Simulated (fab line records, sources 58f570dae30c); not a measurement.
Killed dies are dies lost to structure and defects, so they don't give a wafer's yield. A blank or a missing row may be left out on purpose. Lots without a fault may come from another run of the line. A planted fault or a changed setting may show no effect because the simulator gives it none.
fab line records | flow berkeley_cmos170 | part 1 of 2: steps 1 to 39 of 43
record lots=7 wafers=21 last_day=12
route steps=331 shown M2@278 V2@292 M3@309
lots that met no fault: from a run of the same line without faults
start_h: hours from the record's first day to the start of the lot's first wafer shown | wait_h: hours since the lot's step before | " the same as in the row above | L1.1+2: a row that stands for several wafers | - no value, or no start given | * or withheld: withheld | < > ~ a bound
route shown NAME@n: a module of which the file shows steps, and the number in the route of the first | usual: mean/standard deviation of fault-free wafers | same: alike in all rows | chamber/n: place in a boat | sites: the reading at each site | _std_site: their standard deviation | _edge_site: outer sites' mean less inner sites' | radius_mm: how far each site lies from the wafer's centre | mask NAME#n: copy n | behind: the tool/chamber that last shaped the wafer | hold: why the lot was held/for how many hours/how that ended | device: the transistor (n, p or np) that didn't switch | end of line: the same wafers' tests at the end of the route | a step without rows: its recipe alone | killed: dies lost to structure and defects at the first sort, not the wafer's yield | map: a wafer's dies, x killed, . not, _ none there
set.NAME: the setting as run; set.NAME@STEP: as run at that earlier step | model.NAME: the simulator's own value behind a step, which no gauge read
lots at some steps of the route; a table a step, a row a wafer
services: from which hour (start_h, from the record's first day; less than 0 if before it) a tool's chamber was out of use, for how many hours, and why
## steps
# step UCB170_M2_STRIP_07
# recipe chemistry=O2 power_w=400 pressure_mtorr=3500 platen_temp_c=withheld o2_flow_sccm=400 overash_fraction=0.5
# usual drypump_motor_current_A=5.77/0.2 oes_product_au=0.735/0.0039 strip_time_to_endpoint_s=21.96/0.065
# columns lot.wafer tool chamber start_h wait_h drypump_motor_current_A oes_product_au rf_hours_counter_h strip_time_to_endpoint_s
L158.1 plasma_asher-04 1 167.98 0.1 5.65 0.739 48 21.85
L158.2 " 0 " " 5.84 0.733 48 21.97
L158.5 " 0 " " 5.86 0.734 - 21.94
L162.1 plasma_asher-04 1 195.12 0.1 5.67 0.727 51 21.94
L162.2 " 0 " " 5.82 0.736 51 21.87
L162.4 " 1 " " 5.66 0.728 - 21.89
L171.2 plasma_asher-03 1 234.80 0.1 6.04 0.726 43 22.08
L171.4 " 1 " " 6.01 0.742 - 22.00
L171.6 " 0 " " 5.49 0.730 - 22.07
L172.1 plasma_asher-03 0 241.11 0.1 5.47 0.733 43 21.94
L172.3 " 0 " " 5.44 0.736 - 21.91
L172.4 " 1 " " 6.02 0.731 - 21.92
L173.2 plasma_asher-04 0 241.59 0.1 5.85 0.731 56 22.03
L173.5 " 1 " " 5.67 0.738 - 21.97
L173.6 " 0 " " 5.84 0.740 - 21.99
L175.3 plasma_asher-04 1 243.67 0.1 5.64 0.733 - 21.94
L175.5 " 1 " " 5.64 0.730 - 21.94
L175.6 " 0 " " 5.82 0.735 - 21.89
L178.2 plasma_asher-04 0 272.81 0.1 5.85 0.730 59 21.86
L178.3 " 0 " " 5.84 0.738 - 21.91
L178.5 " 1 " " 5.64 0.736 - 21.97
# step UCB170_M2_STRIP_08
# recipe chemistry=DMSO temp_c=80 time_s=600 material=KrF
# step UCB170_M2_COAT_09
# recipe resist=BARC temp_c=withheld time_s=withheld spin_rpm=3000 resist_thk_nm=withheld
# step UCB170_M2_COAT_10
# recipe resist=KrF spin_rpm=1500 resist_thk_nm=900
# step UCB170_M2_SOFTBAKE_11
# recipe resist=KrF temp_c=130 time_s=60
# step UCB170_M2_EXPOSE_12
# recipe mask_id=METAL2 target_cd_nm=700 na=0.5 sigma_outer=0.6 source_shape=conventional dose_mj=26
# step UCB170_M2_PEB_13
# recipe peb_temp_c=130 peb_time_s=withheld resist=KrF
# step UCB170_M2_DEVELOP_14
# recipe developer=TMAH develop_time_s=45 resist=KrF dev_temp_c=21
# step UCB170_M2_CD_MEAS_15
# recipe target_cd_nm=700
# usual cd_nm=699.7/1.4
# columns lot.wafer tool chamber start_h wait_h cd_nm
L158.1 cd_sem-02 - 169.87 - 699.9
L158.2 " - " " 699.1
L158.5 " - " " 700.1
L162.1 cd_sem-02 - 196.36 - 698.9
L162.2 " - " " 698.8
L162.4 " - " " 697.5
L171.2 cd_sem-02 - 236.06 - 700.3
L171.4 " - " " 699.6
L171.6 " - " " 698.8
L172.1 cd_sem-01 - 242.46 - 699.4
L172.3 " - " " 700.2
L172.4 " - " " 699.0
L173.2 cd_sem-02 - 243.11 - 700.2
L173.5 " - " " 699.9
L173.6 " - " " 698.8
L175.3 cd_sem-02 - 245.08 - 698.9
L175.5 " - " " 699.3
L175.6 " - " " 699.8
L178.2 cd_sem-02 - 274.87 - 702.8
L178.3 " - " " 702.4
L178.5 " - " " 703.3
# step UCB170_M2_OVL_MEAS_16
# usual M2_OVL=1/5.1
# columns lot.wafer tool chamber start_h wait_h M2_OVL[nm]
L158.1 overlay-02 - 169.99 0.1 1
L158.2 " - " " 4
L158.5 " - " " 2
L162.1 overlay-02 - 196.48 0.1 -1
L162.2 " - " " -1
L162.4 " - " " -3
L171.2 overlay-02 - 236.17 0.1 -2
L171.4 " - " " -6
L171.6 " - " " -1
L172.1 overlay-01 - 242.58 0.1 6
L172.3 " - " " 8
L172.4 " - " " 5
L173.2 overlay-02 - 243.21 0.1 9
L173.5 " - " " 8
L173.6 " - " " 5
L175.3 overlay-01 - 245.17 0.1 2
L175.5 " - " " 0
L175.6 " - " " 3
L178.2 overlay-02 - 274.98 0.1 5
L178.3 " - " " 2
L178.5 " - " " 5
# step UCB170_M2_ETCH_17
# recipe chemistry=N2/H2 target_depth_a=withheld overetch_a=withheld target=BARC time_s=withheld source_w=500 bias_w=100 pressure_mtorr=30 n2_flow_sccm=100 h2_flow_sccm=200
# usual drypump_motor_current_A=5.5/0.32 oes_product_au=0.999/0.018 throttle_valve_pct=13.36/0.19
# columns lot.wafer tool chamber start_h wait_h drypump_motor_current_A oes_product_au throttle_valve_pct
L158.1 rie_diel-01 2 170.02 0.0 5.8 1.014 13.21
L158.2 " 3 " " 5.6 0.995 13.52
L158.5 " 3 " " 5.5 1.002 13.53
L162.1 rie_diel-01 0 196.51 0.0 4.9 0.999 13.10
L162.2 " 3 " " 5.6 0.999 13.52
L162.4 " 2 " " 5.8 1.023 13.21
L171.2 rie_diel-03 0 236.20 0.0 5.8 0.988 13.03
L171.4 " 2 " " 5.9 1.029 13.53
L171.6 " 0 " " 5.8 0.992 13.04
L172.1 rie_diel-03 2 242.62 0.0 5.9 1.040 13.52
L172.3 " 1 " " 5.3 0.995 13.61
L172.4 " 3 " " 5.3 0.994 13.47
L173.2 rie_diel-03 2 243.24 0.0 5.9 1.036 13.52
L173.5 " 2 " " 5.9 1.027 13.50
L173.6 " 3 " " 5.3 0.980 13.47
L175.3 rie_diel-02 2 245.19 0.0 5.2 1.007 13.43
L175.5 " 2 " " 5.2 0.999 13.42
L175.6 " 3 " " 5.1 0.963 13.12
L178.2 rie_diel-03 0 275.01 0.0 5.8 1.021 13.02
L178.3 " 3 " " 5.3 0.989 13.45
L178.5 " 3 " " 5.3 0.979 13.45
# step UCB170_M2_METAL_ETCH_18
# recipe chemistry=Cl2/BCl3 target=Al stop_on=SiO2 pressure_mtorr=12 target_depth_a=11700 over_etch_frac=0.3 time_s=195 icp_w=600 bias_w=120 Cl2_flow_sccm=90 bcl3_flow_sccm=45
# step UCB170_M2_STRIP_19
# recipe chemistry=O2 power_w=400 pressure_mtorr=3500 platen_temp_c=withheld o2_flow_sccm=400 overash_fraction=0.5
# usual drypump_motor_current_A=5.77/0.21 oes_product_au=0.542/0.0096
# columns lot.wafer tool chamber start_h wait_h drypump_motor_current_A oes_product_au rf_hours_counter_h
L158.1 plasma_asher-03 1 170.44 0.3 6.09 0.539 35
L158.2 " 0 " " 5.47 0.542 35
L158.5 " 0 " " 5.46 0.558 -
L162.1 plasma_asher-03 1 196.74 0.1 6.06 0.546 38
L162.2 " 0 " " 5.49 0.545 38
L162.4 " 1 " " 6.06 0.535 -
L171.2 plasma_asher-03 1 236.43 0.1 6.06 0.555 43
L171.4 " 1 " " 6.06 0.548 -
L171.6 " 0 " " 5.50 0.550 -
L172.1 plasma_asher-03 0 242.85 0.1 5.48 0.545 43
L172.3 " 1 " " 6.09 0.543 -
L172.4 " 0 " " 5.50 0.539 -
L173.2 plasma_asher-03 1 243.47 0.1 5.99 0.534 44
L173.5 " 0 " " 5.47 0.544 -
L173.6 " 1 " " 6.04 0.533 -
L175.3 plasma_asher-04 1 245.45 0.1 5.66 0.556 -
L175.5 " 0 " " 5.81 0.530 -
L175.6 " 1 " " 5.64 0.560 -
L178.2 plasma_asher-02 1 275.24 0.1 5.62 0.541 15
L178.3 " 0 " " 5.99 0.534 -
L178.5 " 0 " " 5.96 0.549 -
# step UCB170_M2_CD_MEAS_90
# recipe target_cd_nm=700
# usual cd_nm=700.1/2.3
# columns lot.wafer tool chamber start_h wait_h cd_nm
L158.1 cd_sem-02 - 170.54 0.1 699.7
L158.2 " - " " 698.8
L158.5 " - " " 698.2
L162.1 cd_sem-02 - 196.84 0.1 697.8
L162.2 " - " " 698.2
L162.4 " - " " 698.4
L171.2 cd_sem-01 - 236.55 0.1 701.6
L171.4 " - " " 699.5
L171.6 " - " " 700.3
L172.1 cd_sem-02 - 242.95 0.1 699.0
L172.3 " - " " 699.3
L172.4 " - " " 696.9
L173.2 cd_sem-02 - 243.60 0.1 697.7
L173.5 " - " " 700.5
L173.6 " - " " 695.3
L175.3 cd_sem-02 - 245.56 0.1 700.3
L175.5 " - " " 699.6
L175.6 " - " " 700.6
L178.2 cd_sem-02 - 275.36 0.1 705.1
L178.3 " - " " 701.6
L178.5 " - " " 701.7
# step UCB170_V2_CVD_00
# recipe material=SiO2 target_thk_nm=2000 temp_c=390 precursor=TEOS/O2 time_s=250 rf_w=550 pressure_mtorr=9000
# usual heater_power_w=237/69
# same time_s=250
# columns lot.wafer tool chamber start_h wait_h heater_power_w
L158.1 pecvd-03 2 170.66 0.1 197
L158.2 " 1 " " 357
L158.5 " 2 " " 216
L162.1 pecvd-03 0 196.96 0.1 191
L162.2 " 2 " " 182
L162.4 " 0 " " 249
L171.2 pecvd-04 2 236.65 0.1 233
L171.4 " 2 " " 190
L171.6 " 0 " " 182
L172.1 pecvd-02 2 243.07 0.1 188
L172.3 " 2 " " 200
L172.4 " 2 " " 138
L173.2 pecvd-04 1 243.70 0.1 200
L173.5 " 2 " " 270
L173.6 " 1 " " 239
L175.3 pecvd-02 1 245.72 0.1 340
L175.5 " 2 " " 199
L175.6 " 1 " " 255
L178.2 pecvd-03 1 275.46 0.1 385
L178.3 " 0 " " 257
L178.5 " 2 " " 224
# step UCB170_V2_THK_MEAS_01
# recipe reads=SiO2_of_V2_CVD_00
# usual V2_TEOS_THK=2007/25
# columns lot.wafer tool chamber start_h wait_h V2_TEOS_THK[nm]
L158.1 film_metro-01 - 170.89 0.2 2000
L158.2 " - " " 2003
L158.5 " - " " 2022
L162.1 film_metro-03 - 197.12 0.1 1993
L162.2 " - " " 2018
L162.4 " - " " 2007
L171.2 film_metro-01 - 236.81 0.1 1987
L171.4 " - " " 2027
L171.6 " - " " 2039
L172.1 film_metro-02 - 243.54 0.4 1984
L172.3 " - " " 1977
L172.4 " - " " 1986
L173.2 film_metro-02 - 243.87 0.1 1981
L173.5 " - " " 2000
L173.6 " - " " 2042
L175.3 film_metro-01 - 245.89 0.1 2046
L175.5 " - " " 2018
L175.6 " - " " 2020
L178.2 film_metro-01 - 275.62 0.1 1961
L178.3 " - " " 1966
L178.5 " - " " 1996
# step UCB170_V2_CMP_02
# recipe material=SiO2 down_force_psi=6 platen_rpm=60 pad_velocity_m_s=0.75398
# step UCB170_V2_BOW_MEAS_03
# recipe mode=bow
# usual V2_BOW=37/7.5
# columns lot.wafer tool chamber start_h wait_h V2_BOW[um]
L158.1 film_metro-03 - 171.25 0.1 39
L158.2 " - " " 33
L158.5 " - " " 41
L162.1 film_metro-02 - 197.48 0.2 45
L162.2 " - " " 48
L162.4 " - " " 37
L171.2 film_metro-01 - 237.18 0.3 45
L171.4 " - " " 42
L171.6 " - " " 41
L172.1 film_metro-03 - 243.90 0.1 35
L172.3 " - " " 35
L172.4 " - " " 23
L173.2 film_metro-01 - 244.24 0.2 33
L173.5 " - " " 35
L173.6 " - " " 43
L175.3 film_metro-03 - 246.27 0.2 39
L175.5 " - " " 35
L175.6 " - " " 39
L178.2 film_metro-02 - 275.99 0.3 30
L178.3 " - " " 34
L178.5 " - " " 29
# step UCB170_V2_THK_MEAS_04
# recipe reads=SiO2_of_V2_CVD_00
# usual V2_POLISHED_THK=1022.1/1.2
# columns lot.wafer tool chamber start_h wait_h V2_POLISHED_THK[nm]
L158.1 film_metro-03 - 171.37 0.1 1024.3
L158.2 " - " " 1022.3
L158.5 " - " " 1021.1
L162.1 film_metro-02 - 197.60 0.1 1022.2
L162.2 " - " " 1022.0
L162.4 " - " " 1020.1
L171.2 film_metro-01 - 237.29 0.1 1023.1
L171.4 " - " " 1022.3
L171.6 " - " " 1022.1
L172.1 film_metro-03 - 244.02 0.1 1023.9
L172.3 " - " " 1020.2
L172.4 " - " " 1022.0
L173.2 film_metro-01 - 244.35 0.1 1021.1
L173.5 " - " " 1021.8
L173.6 " - " " 1020.2
L175.3 film_metro-03 - 246.37 0.1 1022.1
L175.5 " - " " 1022.5
L175.6 " - " " 1022.7
L178.2 film_metro-02 - 276.10 0.1 1022.7
L178.3 " - " " 1021.7
L178.5 " - " " 1020.8
# step UCB170_V2_CLEAN_05
# recipe chemistry=DIW
# step UCB170_V2_HMDS_06
# recipe prime_time_s=60 prime_temp_c=100
# step UCB170_V2_COAT_07
# recipe resist=KrF spin_rpm=1500 resist_thk_nm=900
# step UCB170_V2_SOFTBAKE_08
# recipe resist=KrF temp_c=130 time_s=60
# step UCB170_V2_EXPOSE_09
# recipe mask_id=VIA2 target_cd_nm=700 na=0.5 sigma_outer=0.6 source_shape=conventional dose_mj=37
# step UCB170_V2_PEB_10
# recipe peb_temp_c=130 peb_time_s=withheld resist=KrF
# step UCB170_V2_DEVELOP_11
# recipe developer=TMAH develop_time_s=45 resist=KrF dev_temp_c=21
# step UCB170_V2_CD_MEAS_12
# recipe target_cd_nm=700
# usual cd_nm=700.1/1.3
# columns lot.wafer tool chamber start_h wait_h cd_nm
L158.1 cd_sem-01 - 173.27 - 699.8
L158.2 " - " " 699.0
L158.5 " - " " 699.7
L162.1 cd_sem-01 - 199.11 - 699.7
L162.2 " - " " 700.6
L162.4 " - " " 700.4
L171.2 cd_sem-02 - 238.66 - 701.9
L171.4 " - " " 702.8
L171.6 " - " " 700.6
L172.1 cd_sem-01 - 245.59 - 700.2
L172.3 " - " " 700.8
L172.4 " - " " 699.6
L173.2 cd_sem-01 - 246.13 - 702.4
L173.5 " - " " 702.1
L173.6 " - " " 702.1
L175.3 cd_sem-01 - 247.82 - 701.9
L175.5 " - " " 701.4
L175.6 " - " " 700.1
L178.2 cd_sem-02 - 277.67 - 700.6
L178.3 " - " " 701.5
L178.5 " - " " 701.4
# step UCB170_V2_OVL_MEAS_13
# usual V2_OVL=2/4.3
# columns lot.wafer tool chamber start_h wait_h V2_OVL[nm]
L158.1 overlay-02 - 173.39 0.1 -3
L158.2 " - " " -3
L158.5 " - " " -2
L162.1 overlay-02 - 199.23 0.1 2
L162.2 " - " " 0
L162.4 " - " " -3
L171.2 overlay-02 - 238.76 0.1 2
L171.4 " - " " 1
L171.6 " - " " 1
L172.1 overlay-01 - 245.71 0.1 1
L172.3 " - " " 1
L172.4 " - " " 4
L173.2 overlay-02 - 246.24 0.1 1
L173.5 " - " " 1
L173.6 " - " " -9
L175.3 overlay-02 - 247.91 0.1 5
L175.5 " - " " 3
L175.6 " - " " 1
L178.2 overlay-01 - 277.78 0.1 2
L178.3 " - " " 4
L178.5 " - " " 8
# step UCB170_V2_ETCH_14
# recipe chemistry=CHF3/CF4/Ar target=SiO2 stop_on=Al CHF3_flow_sccm=45 cf4_flow_sccm=15 Ar_flow_sccm=150 pressure_mtorr=200 rf_w=700 target_depth_a=12500 over_etch_frac=0.25 time_s=291
# step UCB170_V2_STRIP_15
# recipe chemistry=O2 power_w=400 pressure_mtorr=3500 platen_temp_c=withheld o2_flow_sccm=400 overash_fraction=0.5
# step UCB170_V2_CD_MEAS_90
# recipe target_cd_nm=700
# usual cd_nm=700.2/1.4
# columns lot.wafer tool chamber start_h wait_h cd_nm
L158.1 cd_sem-02 - 173.70 0.1 700.1
L158.2 " - " " 699.8
L158.5 " - " " 698.8
L162.1 cd_sem-02 - 199.55 0.1 700.6
L162.2 " - " " 700.8
L162.4 " - " " 701.4
L171.2 cd_sem-01 - 239.09 0.1 701.4
L171.4 " - " " 703.1
L171.6 " - " " 700.4
L172.1 cd_sem-02 - 246.03 0.1 700.7
L172.3 " - " " 701.4
L172.4 " - " " 699.5
L173.2 cd_sem-01 - 246.56 0.1 702.8
L173.5 " - " " 702.5
L173.6 " - " " 702.2
L175.3 cd_sem-02 - 248.25 0.1 701.6
L175.5 " - " " 700.6
L175.6 " - " " 699.2
L178.2 cd_sem-02 - 278.11 0.1 700.5
L178.3 " - " " 701.4
L178.5 " - " " 701.0
# step UCB170_M3_PRE_CLEAN_00
# recipe gas=Ar preclean_etch_time_s=60
# step UCB170_M3_SPUTTER_01
# recipe material=Al target_thk_nm=900 time_s=120 power_w=6000 chamber_pressure_pa=0.5
# usual throttle_valve_pct=30.0/0.9
# same time_s=120
# columns lot.wafer tool chamber start_h wait_h throttle_valve_pct
L158.1 pvd_sputter-01 - 173.89 0.0 30.6
L158.2 " - " " 30.7
L158.5 " - " " 30.8
L162.1 pvd_sputter-04 - 199.73 0.0 30.0
L162.2 " - " " 30.9
L162.4 " - " " 29.8
L171.2 pvd_sputter-04 - 239.26 0.0 29.6
L171.4 " - " " 29.6
L171.6 " - " " 29.7
L172.1 pvd_sputter-04 - 246.21 0.0 29.4
L172.3 " - " " 29.9
L172.4 " - " " 29.7
L173.2 pvd_sputter-03 - 246.73 0.0 30.0
L173.5 " - " " 27.4
L173.6 " - " " 30.1
L175.3 pvd_sputter-04 - 248.40 0.0 29.5
L175.5 " - " " 30.0
L175.6 " - " " 29.5
L178.2 pvd_sputter-04 - 278.27 0.0 31.0
L178.3 " - " " 30.0
L178.5 " - " " 31.1
# step UCB170_M3_RS_MEAS_02
# recipe thk_meas_gauge=four-point-probe reads=Al_of_M3_SPUTTER_01
# usual M3_AL_RS=0.032/0.00029
# columns lot.wafer tool chamber start_h wait_h M3_AL_RS[ohm/sq]
L158.1 film_metro-01 - 173.97 0.0 0.03232
L158.2 " - " " 0.03209
L158.5 " - " " 0.03203
L162.1 film_metro-04 - 199.82 0.0 0.03164
L162.2 " - " " 0.03189
L162.4 " - " " 0.03164
L171.2 film_metro-01 - 239.37 0.1 0.03212
L171.4 " - " " 0.03216
L171.6 " - " " 0.03229
L172.1 film_metro-01 - 246.30 0.0 0.03183
L172.3 " - " " 0.03196
L172.4 " - " " 0.03177
L173.2 film_metro-04 - 246.83 0.1 0.03175
L173.5 " - " " 0.0321
L173.6 " - " " 0.03201
L175.3 film_metro-04 - 248.52 0.1 0.03142
L175.5 " - " " 0.0315
L175.6 " - " " 0.03169
L178.2 film_metro-04 - 278.38 0.1 0.03138
L178.3 " - " " 0.03147
L178.5 " - " " 0.0316
# step UCB170_M3_THK_MEAS_03
# recipe thk_meas_gauge=xrf reads=Al_of_M3_SPUTTER_01
# usual M3_AL_THK=892/11
# columns lot.wafer tool chamber start_h wait_h M3_AL_THK[nm]
L158.1 film_metro-01 - 174.09 0.1 881
L158.2 " - " " 885
L158.5 " - " " 893
L162.1 film_metro-04 - 199.94 0.1 909
L162.2 " - " " 900
L162.4 " - " " 906
L171.2 film_metro-01 - 239.48 0.1 885
L171.4 " - " " 888
L171.6 " - " " 888
L172.1 film_metro-01 - 246.42 0.1 899
L172.3 " - " " 894
L172.4 " - " " 897
L173.2 film_metro-04 - 246.94 0.1 905
L173.5 " - " " 894
L173.6 " - " " 895
L175.3 film_metro-04 - 248.62 0.1 910
L175.5 " - " " 909
L175.6 " - " " 901
L178.2 film_metro-04 - 278.49 0.1 916
L178.3 " - " " 911
L178.5 " - " " 908
# step UCB170_M3_HMDS_04
# recipe prime_time_s=60 prime_temp_c=100
# step UCB170_M3_COAT_05
# recipe resist=KrF spin_rpm=1500 resist_thk_nm=900
# step UCB170_M3_SOFTBAKE_06
# recipe resist=KrF temp_c=130 time_s=60
# step UCB170_M3_STRIP_07
# recipe chemistry=O2 power_w=400 pressure_mtorr=3500 platen_temp_c=withheld o2_flow_sccm=400 overash_fraction=0.5
# usual drypump_motor_current_A=5.89/0.28 oes_product_au=0.735/0.0044 strip_time_to_endpoint_s=21.95/0.078
# columns lot.wafer tool chamber start_h wait_h drypump_motor_current_A oes_product_au rf_hours_counter_h strip_time_to_endpoint_s
L158.1 plasma_asher-01 0 175.07 0.1 6.01 0.729 48 21.81
L158.2 " 1 " " 6.28 0.739 48 21.84
L158.5 " 0 " " 6.04 0.733 - 21.88
L162.1 plasma_asher-03 0 200.45 0.1 5.48 0.735 39 21.91
L162.2 " 1 " " 6.07 0.743 39 21.81
L162.4 " 1 " " 6.07 0.741 - 21.85
L171.2 plasma_asher-03 1 240.08 0.1 6.05 0.737 43 22.05
L171.4 " 1 " " 6.06 0.740 - 22.00
L171.6 " 1 " " 6.04 0.739 - 21.96
L172.1 plasma_asher-03 1 247.10 0.1 6.01 0.732 44 21.97
L172.3 " 1 " " 6.03 0.738 - 21.96
L172.4 " 0 " " 5.47 0.737 - 22.02
L173.2 plasma_asher-03 1 247.76 0.1 6.04 0.730 44 22.07
L173.5 " 1 " " 6.06 0.728 - 22.06
L173.6 " 0 " " 5.49 0.738 - 22.03
L175.3 plasma_asher-01 0 249.65 0.1 6.01 0.734 - 21.92
L175.5 " 0 " " 6.02 0.730 - 21.98
L175.6 " 1 " " 6.25 0.740 - 21.94
L178.2 plasma_asher-03 0 278.99 0.1 5.46 0.732 47 21.98
L178.3 " 1 " " 6.07 0.735 - 22.01
L178.5 " 0 " " 5.48 0.729 - 22.04
